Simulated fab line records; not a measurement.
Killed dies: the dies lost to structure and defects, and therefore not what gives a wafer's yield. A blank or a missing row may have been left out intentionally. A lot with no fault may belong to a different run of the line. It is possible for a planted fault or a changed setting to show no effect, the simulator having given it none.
Comparing a struck lot with a sound one :: flow rit_cmos :: 43 out of 202 route steps
Sound: the wafers L160.1, L160.2, L160.4. Wafers struck: L166.1, L166.5, L166.6. At the end, the cause is stated.
For every step that has rows: the tool of each side, followed by ch and its chambers, followed by its first start. Under that, the readings that differ: sound wafers :: struck wafers :: difference of the means :: sigmas: that difference in standard deviations of wafers without a fault.
alike: readings whose means differ by less than 2 such deviations, and words and numbers that are the same on both sides. not compared: withheld readings, readings that some wafer has no value for, bounds like >300 that may hide the same value, and numbers for which the record gives no deviation and whose values overlap.
Wherever a step has rows on one side only, a row that says differs or no value, or a row with sigmas, the two part there. When numbers do not overlap yet have no deviation, they are printed without sigmas and do not part them. A reading missing from all wafers of one side parts the sides only when that side holds two or more wafers.

first, 1 step without rows for these wafers: RIT_SPACER_CVD_03 (deposits Si3N4 from SiH2Cl2/NH3, target thk 250 nm, time 3300 s).
RIT_SPACER_THK_MEAS_04:
  sound on film_metro-04, day 4 14:26; struck on film_metro-02, day 6 04:04
reading: SPACER_NITRIDE_THK (nm)
sound: 252.8 253.4 251.2
struck: 247.7 247.8 247.0
difference: -5.0
sigmas: -2
RIT_SPACER_ETCHBACK_05: etches Si3N4 in SF6/CHF3, stops on SiO2, target depth 250 nm, time 240 s.
  sound on rie_diel-02 ch 0,1,3, day 4 14:29; struck on rie_diel-02 ch 1,3, day 6 04:07
  alike: drypump_motor_current_A, oes_product_au, throttle_valve_pct
  not compared: rf_hours_counter_h
then, 6 steps without rows for these wafers: RIT_NSD_HMDS_00 (prime time 60 s); RIT_NSD_COAT_01 (resist thk 1000 nm); RIT_NSD_SOFTBAKE_02 (time 60 s); RIT_NSD_EXPOSE_03 (exposes mask M9, target cd 40700 nm); RIT_NSD_PEB_04; RIT_NSD_DEVELOP_05 (develop time 50 s).
RIT_NSD_OVL_MEAS_06:
  sound on overlay-01, day 4 15:37; struck on overlay-02, day 6 05:07
  alike: NSD_OVL
then, 2 steps without rows for these wafers: RIT_NSD_HARDBAKE_07 (time 60 s); RIT_NSD_IMPLANT_08.
RIT_NSD_STRIP_09: strips in O2, time 180 s.
  sound on plasma_asher-03 ch 0,1, day 4 15:57; struck on plasma_asher-01 ch 0,1, day 6 05:27
  alike: drypump_motor_current_A
  not compared: rf_hours_counter_h
RIT_NSD_TW_MEAS_10:
  sound on film_metro-02, day 4 16:07; struck on film_metro-04, day 6 05:38
  alike: NSD_TW
then, 6 steps without rows for these wafers: RIT_PSD_HMDS_00 (prime time 60 s); RIT_PSD_COAT_01 (resist thk 1000 nm); RIT_PSD_SOFTBAKE_02 (time 60 s); RIT_PSD_EXPOSE_03 (exposes mask M10, target cd 40900 nm); RIT_PSD_PEB_04; RIT_PSD_DEVELOP_05 (develop time 50 s).
RIT_PSD_OVL_MEAS_06:
  sound on overlay-02, day 4 17:10; struck on overlay-01, day 6 06:46
  alike: PSD_OVL
then, 2 steps without rows for these wafers: RIT_PSD_HARDBAKE_07 (time 60 s); RIT_PSD_IMPLANT_08.
RIT_PSD_STRIP_09: strips in O2, time 180 s.
  sound on plasma_asher-02 ch 0,1, day 4 17:29; struck on plasma_asher-04 ch 0,1, day 6 07:06
  alike: drypump_motor_current_A
  not compared: rf_hours_counter_h
RIT_PSD_TW_MEAS_10:
  sound on film_metro-01, day 4 17:40; struck on film_metro-01, day 6 07:17
  alike: PSD_TW
then, 3 steps without rows for these wafers: RIT_SDANNEAL_CLEAN_00 (cleans in SC1, time 600 s); RIT_SDANNEAL_CLEAN_01 (cleans in dHF, time 30 s); RIT_SDANNEAL_CLEAN_02 (cleans in SC2, time 600 s).
RIT_SDANNEAL_RTA_03: time 5 s.
  sound on rtp_anneal-01 ch 0, day 4 18:06; struck on rtp_anneal-01 ch 0, day 6 07:43
  alike: wafer_temp_C_max
RIT_SDANNEAL_RS_MEAS_04: the measuring method here is four-point-probe.
  sound on film_metro-01, day 4 18:10; struck on film_metro-04, day 6 07:46
  alike: PSD_RS
RIT_SDANNEAL_RS_MEAS_05: the measuring method here is four-point-probe.
  sound on film_metro-01, day 4 18:17; struck on film_metro-04, day 6 07:53
reading: NSD_RS (ohm/sq)
sound: 84.0 84.1 84.5
struck: 85.1 84.7 85.0
difference: +0.7
sigmas: +2
RIT_SDANNEAL_RS_MEAS_06: the measuring method here is four-point-probe.
  sound on film_metro-01, day 4 18:24; struck on film_metro-04, day 6 08:00
  alike: PLDD_RS
RIT_SDANNEAL_RS_MEAS_07: the measuring method here is four-point-probe.
  sound on film_metro-01, day 4 18:31; struck on film_metro-04, day 6 08:07
  alike: NLDD_RS
then, 2 steps without rows for these wafers: RIT_SILICIDE_WET_ETCH_00 (etches SiO2 in BOE, target depth 14 nm, time 15 s); RIT_SILICIDE_SPUTTER_01 (material Ti, target thk 30 nm, time 240 s).
RIT_SILICIDE_RS_MEAS_02: the measuring method here is four-point-probe.
  sound on film_metro-03, day 4 18:49; struck on film_metro-02, day 6 08:25
  alike: SILICIDE_TI_RS
RIT_SILICIDE_THK_MEAS_03: measures by xrf.
  sound on film_metro-03, day 4 18:56; struck on film_metro-02, day 6 08:32
  alike: SILICIDE_TI_THK
then, 2 steps without rows for these wafers: RIT_SILICIDE_RTA_04 (time 10 s, ramp up 5 s, ramp down 5 s); RIT_SILICIDE_WET_ETCH_05 (etches Ti in SPM, time 120 s).
RIT_SILICIDE_RTA_06: time 10 s, ramp up 5 s, ramp down 10 s.
  sound on rtp_anneal-01 ch 0, day 4 19:07; struck on rtp_anneal-01 ch 0, day 6 08:42
  alike: wafer_temp_C_max
RIT_CONTACT_CVD_00: deposits SiO2 from TEOS, target thk 400 nm, time 61 s.
  sound on pecvd-01 ch 0,1, day 4 19:11; struck on pecvd-01 ch 1,2, day 6 08:46
  alike: heater_power_w
RIT_CONTACT_THK_MEAS_01:
  sound on film_metro-01, day 4 19:14; struck on film_metro-03, day 6 08:49
  alike: CONTACT_TEOS_THK
RIT_M1_PROBE_99:
  sound on prober-01, day 5 01:34; struck on prober-01, day 6 15:11
reading: killed_at_front_end
sound: 7 8 8
struck: 47 39 34
difference: +32
sigmas: +12

reading: killed_dies
sound: 7 8 8
struck: 47 39 34
difference: +32
sigmas: +11
  alike: killed_at_contacts, killed_on_rim, killed_open, killed_short

## WHERE THEY PART
Earliest at RIT_SPACER_THK_MEAS_04; latest, in this record, at RIT_M1_PROBE_99.

WHY: what the simulator had put in
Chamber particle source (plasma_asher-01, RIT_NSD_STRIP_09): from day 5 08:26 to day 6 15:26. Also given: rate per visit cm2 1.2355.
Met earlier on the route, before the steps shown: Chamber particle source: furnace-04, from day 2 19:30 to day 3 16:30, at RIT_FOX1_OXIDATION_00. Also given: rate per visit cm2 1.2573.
